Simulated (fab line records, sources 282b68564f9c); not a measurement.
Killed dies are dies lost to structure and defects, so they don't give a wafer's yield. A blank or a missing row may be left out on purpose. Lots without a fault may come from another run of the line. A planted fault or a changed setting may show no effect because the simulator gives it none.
Tool commonality check | flow rit_cmos | 14 lots, 42 wafers sampled

WHY IT WAS OPENED
At RIT_SDANNEAL_RS_MEAS_04 the reading PSD_RS is flagged on 2 of 14 lots. Wafers without a fault read 115.80 ohm/sq, standard deviation 0.26.
Rule: a lot is flagged when every wafer of it that has a number lies more than 4 standard deviations from that mean, or none has a number. The other lots count as sound.

lot  | measured    | on            | PSD_RS (ohm/sq), wafer by wafer | flag
L487 | day 3 01:39 | film_metro-04 | 115.54 115.82 115.63            |
L488 | day 3 05:38 | film_metro-04 | 115.78 115.18 115.95            |
L489 | day 3 12:30 | film_metro-02 | 115.90 115.89 116.09            |
L490 | day 3 18:46 | film_metro-04 | 115.69 115.86 116.20            |
L492 | day 4 01:47 | film_metro-02 | 115.85 115.78 115.86            |
L493 | day 4 06:40 | film_metro-02 | 115.35 115.49 116.13            |
L495 | day 4 19:07 | film_metro-03 | 115.56 115.76 115.48            |
L500 | day 5 20:28 | film_metro-02 | 121.45 121.23 121.43            | FLAGGED
L501 | day 6 00:09 | film_metro-02 | 116.08 116.06 116.25            |
L502 | day 6 07:08 | film_metro-02 | 121.45 120.75 121.15            | FLAGGED
L503 | day 6 10:04 | film_metro-04 | 116.15 115.57 115.79            |
L505 | day 6 20:58 | film_metro-03 | 115.50 115.48 115.54            |
L508 | day 7 10:26 | film_metro-04 | 115.55 115.72 115.64            |
L510 | day 7 21:29 | film_metro-04 | 115.50 115.81 115.50            |
The numbers of the flagged lots are 121.24 ohm/sq on average: +5.44 ohm/sq against the usual, or +21 standard deviations.

WHICH TOOL RAN EACH LOT
The record holds 2 process steps before the reading, out of a route of 202 steps. In each cell: the tool, then ch and the chambers that the sampled wafers went through, then the start.
lot  | flag    | RIT_NLDD_STRIP_09                   | RIT_SDANNEAL_RTA_03
L487 |         | plasma_asher-01 ch 0,1, day 2 17:28 | rtp_anneal-01 ch 0, day 3 01:35
L488 |         | plasma_asher-01 ch 0,1, day 2 22:02 | rtp_anneal-02 ch 0, day 3 05:33
L489 |         | plasma_asher-01 ch 1, day 3 04:28   | rtp_anneal-01 ch 0, day 3 12:27
L490 |         | plasma_asher-03 ch 1, day 3 10:01   | rtp_anneal-02 ch 0, day 3 18:42
L492 |         | plasma_asher-01 ch 0,1, day 3 18:02 | rtp_anneal-02 ch 0, day 4 01:43
L493 |         | plasma_asher-01 ch 0,1, day 3 22:45 | rtp_anneal-01 ch 0, day 4 06:35
L495 |         | plasma_asher-03 ch 0,1, day 4 10:24 | rtp_anneal-01 ch 0, day 4 19:02
L500 | FLAGGED | plasma_asher-02 ch 0,1, day 5 11:20 | rtp_anneal-02 ch 0, day 5 20:23
L501 |         | plasma_asher-01 ch 0,1, day 5 16:14 | rtp_anneal-01 ch 0, day 6 00:04
L502 | FLAGGED | plasma_asher-01 ch 0,1, day 5 23:32 | rtp_anneal-02 ch 0, day 6 07:04
L503 |         | plasma_asher-03 ch 0,1, day 6 02:35 | rtp_anneal-01 ch 0, day 6 10:00
L505 |         | plasma_asher-01 ch 0,1, day 6 13:19 | rtp_anneal-01 ch 0, day 6 20:53
L508 |         | plasma_asher-03 ch 0,1, day 7 02:35 | rtp_anneal-01 ch 0, day 7 10:22
L510 |         | plasma_asher-03 ch 0,1, day 7 13:52 | rtp_anneal-01 ch 0, day 7 21:25
What these steps do:
- RIT_NLDD_STRIP_09: strips in O2, time 180 s.
- RIT_SDANNEAL_RTA_03: time 5 s.
- RIT_SDANNEAL_RS_MEAS_04: measures by four-point-probe.

FLAGGED OVER TOTAL, TOOL BY TOOL (the gauges that took the reading come last)
step                    | tool            | lots run | flagged | share of the flagged lots | sound lots run after its first flagged lot
RIT_NLDD_STRIP_09       | plasma_asher-01 | 8        | 1       | some                      | 1 (L505)
RIT_NLDD_STRIP_09       | plasma_asher-02 | 1        | 1       | some                      | 0
RIT_NLDD_STRIP_09       | plasma_asher-03 | 5        | 0       | none                      | -
RIT_SDANNEAL_RTA_03     | rtp_anneal-01   | 9        | 0       | none                      | -
RIT_SDANNEAL_RTA_03     | rtp_anneal-02   | 5        | 2       | all                       | 0
RIT_SDANNEAL_RS_MEAS_04 | film_metro-02   | 6        | 2       | all                       | 1 (L501)
RIT_SDANNEAL_RS_MEAS_04 | film_metro-03   | 2        | 0       | none                      | -
RIT_SDANNEAL_RS_MEAS_04 | film_metro-04   | 6        | 0       | none                      | -

WHAT THE TABLE ALLOWS
2 rows of the table ran every flagged lot: rtp_anneal-02 at RIT_SDANNEAL_RTA_03, film_metro-02 at RIT_SDANNEAL_RS_MEAS_04.
- rtp_anneal-02 at RIT_SDANNEAL_RTA_03: 2 of its 5 lots flagged. Its last sound lot is L492 (day 4 01:43), its first flagged lot L500 (day 5 20:23): a fault that began between those two fits. Its own readings lie more than 4 standard deviations out on every wafer of the flagged lots: wafer_temp_C_max.
- film_metro-02 at RIT_SDANNEAL_RS_MEAS_04: 2 of its 6 lots flagged. Sound lots ran on it after the first flagged one (L501), which a lasting fault on the whole tool wouldn't allow.
One tool is left: rtp_anneal-02 at RIT_SDANNEAL_RTA_03.

WHAT THE SIMULATOR HAD PUT IN
Process parameter drift: rtp_anneal-02, from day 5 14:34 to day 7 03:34, at RIT_SDANNEAL_RTA_03. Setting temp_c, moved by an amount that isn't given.
Lots struck among those shown: L500, L502. The rule above found the same.
